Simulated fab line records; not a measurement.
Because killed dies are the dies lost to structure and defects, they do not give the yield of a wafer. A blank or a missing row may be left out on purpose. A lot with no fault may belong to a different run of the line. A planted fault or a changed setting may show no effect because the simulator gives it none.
Which of the tools did it? / flow ritCmos / 41 wafers from 14 lots sampled at 3 of the route's 202 steps

== WHAT THE GAUGES SHOWED, per wafer ==
RIT_M1_RS_MEAS_01: uses a four-point probe to measure. Usual: for M1_AL_RS the level is 0.0734 ohm/sq and the standard deviation is 0.0011.
lot=L818; measured=day 3 08:55; on=filmMetro-02; M1_AL_RS (ohm/sq)=0.0717 0.0726 0.0721; flag=
lot=L819; measured=day 3 11:10; on=filmMetro-02; M1_AL_RS (ohm/sq)=0.0727 0.0749 0.0741; flag=
lot=L820; measured=day 3 20:19; on=filmMetro-03; M1_AL_RS (ohm/sq)=0.0732 0.0725 0.0721; flag=
lot=L823; measured=day 4 09:53; on=filmMetro-03; M1_AL_RS (ohm/sq)=0.0722 0.0741 0.0745; flag=
lot=L824; measured=day 4 12:58; on=filmMetro-01; M1_AL_RS (ohm/sq)=0.0731 0.0737 0.0742; flag=
lot=L825; measured=day 4 17:00; on=filmMetro-03; M1_AL_RS (ohm/sq)=0.0725 0.0737 0.0743; flag=
lot=L827; measured=day 5 02:39; on=filmMetro-03; M1_AL_RS (ohm/sq)=0.0743 0.0726 0.0732; flag=
lot=L828; measured=day 5 06:53; on=filmMetro-01; M1_AL_RS (ohm/sq)=0.0722 0.0709 0.0721; flag=
lot=L829; measured=day 5 15:52; on=filmMetro-01; M1_AL_RS (ohm/sq)=0.0737 0.0738 0.0757; flag=
lot=L833; measured=day 6 08:49; on=filmMetro-03; M1_AL_RS (ohm/sq)=0.0747 0.0734 0.0740; flag=
lot=L835; measured=day 6 17:00; on=filmMetro-02; M1_AL_RS (ohm/sq)=0.0674 0.0668 0.0677 0.0667; flag=OFF
lot=L837; measured=day 7 06:18; on=filmMetro-03; M1_AL_RS (ohm/sq)=0.0678 0.0675 0.0676 0.0679 0.0674 0.0678; flag=OFF
lot=L838; measured=day 7 08:35; on=filmMetro-03; M1_AL_RS (ohm/sq)=0.0712 0.0722 0.0723; flag=
lot=L840; measured=day 7 20:10; on=filmMetro-01; M1_AL_RS (ohm/sq)=0.0740 0.0740 0.0741; flag=

RIT_M1_THK_MEAS_02: measures by xrf. Usual: for M1_AL_THK the level is 396 nm and the standard deviation is 6.4.
lot=L818; measured=day 3 09:02; on=filmMetro-02; M1_AL_THK (nm)=403 395 400; flag=
lot=L819; measured=day 3 11:17; on=filmMetro-02; M1_AL_THK (nm)=397 384 388; flag=
lot=L820; measured=day 3 20:26; on=filmMetro-03; M1_AL_THK (nm)=397 400 402; flag=
lot=L823; measured=day 4 10:01; on=filmMetro-03; M1_AL_THK (nm)=400 389 389; flag=
lot=L824; measured=day 4 13:05; on=filmMetro-01; M1_AL_THK (nm)=400 397 394; flag=
lot=L825; measured=day 4 17:07; on=filmMetro-03; M1_AL_THK (nm)=399 392 392; flag=
lot=L827; measured=day 5 02:45; on=filmMetro-03; M1_AL_THK (nm)=392 402 398; flag=
lot=L828; measured=day 5 07:00; on=filmMetro-01; M1_AL_THK (nm)=406 410 406; flag=
lot=L829; measured=day 5 15:58; on=filmMetro-01; M1_AL_THK (nm)=398 399 386; flag=
lot=L833; measured=day 6 08:56; on=filmMetro-03; M1_AL_THK (nm)=390 396 392; flag=
lot=L835; measured=day 6 22:24; on=filmMetro-02; M1_AL_THK (nm)=429 432 426 432; flag=OFF
lot=L837; measured=day 7 08:26; on=filmMetro-03; M1_AL_THK (nm)=427 429 429 427 429 430; flag=OFF
lot=L838; measured=day 7 08:41; on=filmMetro-03; M1_AL_THK (nm)=409 402 403; flag=
lot=L840; measured=day 7 20:16; on=filmMetro-01; M1_AL_THK (nm)=396 393 391; flag=

== WHAT TOOL EACH LOT RAN ON (gives the tool, then ch and the chambers of the sampled wafers, and finally the start) ==
lot=L818; RIT_M1_SPUTTER_00=pvdSputter-04, day 3 08:38
lot=L819; RIT_M1_SPUTTER_00=pvdSputter-02, day 3 10:52
lot=L820; RIT_M1_SPUTTER_00=pvdSputter-04, day 3 20:01
lot=L823; RIT_M1_SPUTTER_00=pvdSputter-02, day 4 09:36
lot=L824; RIT_M1_SPUTTER_00=pvdSputter-03, day 4 12:40
lot=L825; RIT_M1_SPUTTER_00=pvdSputter-02, day 4 16:41
lot=L827; RIT_M1_SPUTTER_00=pvdSputter-02, day 5 02:19
lot=L828; RIT_M1_SPUTTER_00=pvdSputter-04, day 5 06:35
lot=L829; RIT_M1_SPUTTER_00=pvdSputter-02, day 5 15:32
lot=L833; RIT_M1_SPUTTER_00=pvdSputter-02, day 6 08:31
lot=L835; RIT_M1_SPUTTER_00=pvdSputter-02, day 6 16:40
lot=L837; RIT_M1_SPUTTER_00=pvdSputter-02, day 7 06:01
lot=L838; RIT_M1_SPUTTER_00=pvdSputter-04, day 7 08:16
lot=L840; RIT_M1_SPUTTER_00=pvdSputter-03, day 7 19:51
- RIT_M1_SPUTTER_00: material Al, target thk 400 nm, time 500 s.

== WHAT THE TOOLS THEMSELVES READ (means of the sampled wafers that have a number; where no wafer has one, the mark that the record gives instead) ==
RIT_M1_SPUTTER_00. Usual: 29.8 % for throttleValvePct, sd 0.82.
lot=L818; tool=pvdSputter-04; throttleValvePct (%)=29.7; flag=
lot=L819; tool=pvdSputter-02; throttleValvePct (%)=30.1; flag=
lot=L820; tool=pvdSputter-04; throttleValvePct (%)=29.4; flag=
lot=L823; tool=pvdSputter-02; throttleValvePct (%)=30.1; flag=
lot=L824; tool=pvdSputter-03; throttleValvePct (%)=30.5; flag=
lot=L825; tool=pvdSputter-02; throttleValvePct (%)=30.0; flag=
lot=L827; tool=pvdSputter-02; throttleValvePct (%)=30.1; flag=
lot=L828; tool=pvdSputter-04; throttleValvePct (%)=30.0; flag=
lot=L829; tool=pvdSputter-02; throttleValvePct (%)=29.7; flag=
lot=L833; tool=pvdSputter-02; throttleValvePct (%)=30.1; flag=
lot=L835; tool=pvdSputter-02; throttleValvePct (%)=29.6; flag=
lot=L837; tool=pvdSputter-02; throttleValvePct (%)=29.2; flag=
lot=L838; tool=pvdSputter-04; throttleValvePct (%)=29.7; flag=
lot=L840; tool=pvdSputter-03; throttleValvePct (%)=29.7; flag=

== THE ANSWER, worked out from the rows above alone ==
Rule: a lot is off if the mean of its wafers that have a number lies more than 3 standard deviations from the usual mean. A lot without any number at a reading at which 4 lots or more have one is off too. Any other lot the step has rows for is counted as sound. The gauges are gone through in route order, then the tools' own readings, and for those a lot's mean is taken as printed above. The first step at which some lot is off is used, and at that step the reading that is off furthest; a lot without a number counts as furthest.
Off: L835, L837, at RIT_M1_RS_MEAS_01 (M1_AL_RS).
A tool fits if, at a process step before that reading, it ran every lot that is off, and no sound lot after the first of them. Those tools and the gauges at RIT_M1_RS_MEAS_01 are tried in the same way. One fits: RIT_M1_SPUTTER_00 on pvdSputter-02. A fault onset in the window from L833 (day 6 08:31, its last sound lot) to L835 (day 6 16:40, its first lot off) fits.

== WHAT HAD BEEN PUT IN BY THE SIMULATOR ==
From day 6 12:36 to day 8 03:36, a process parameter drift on pvdSputter-02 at RIT_M1_SPUTTER_00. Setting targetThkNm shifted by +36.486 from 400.
Lots struck among those shown: L835, L837. The same result came from the rule above.
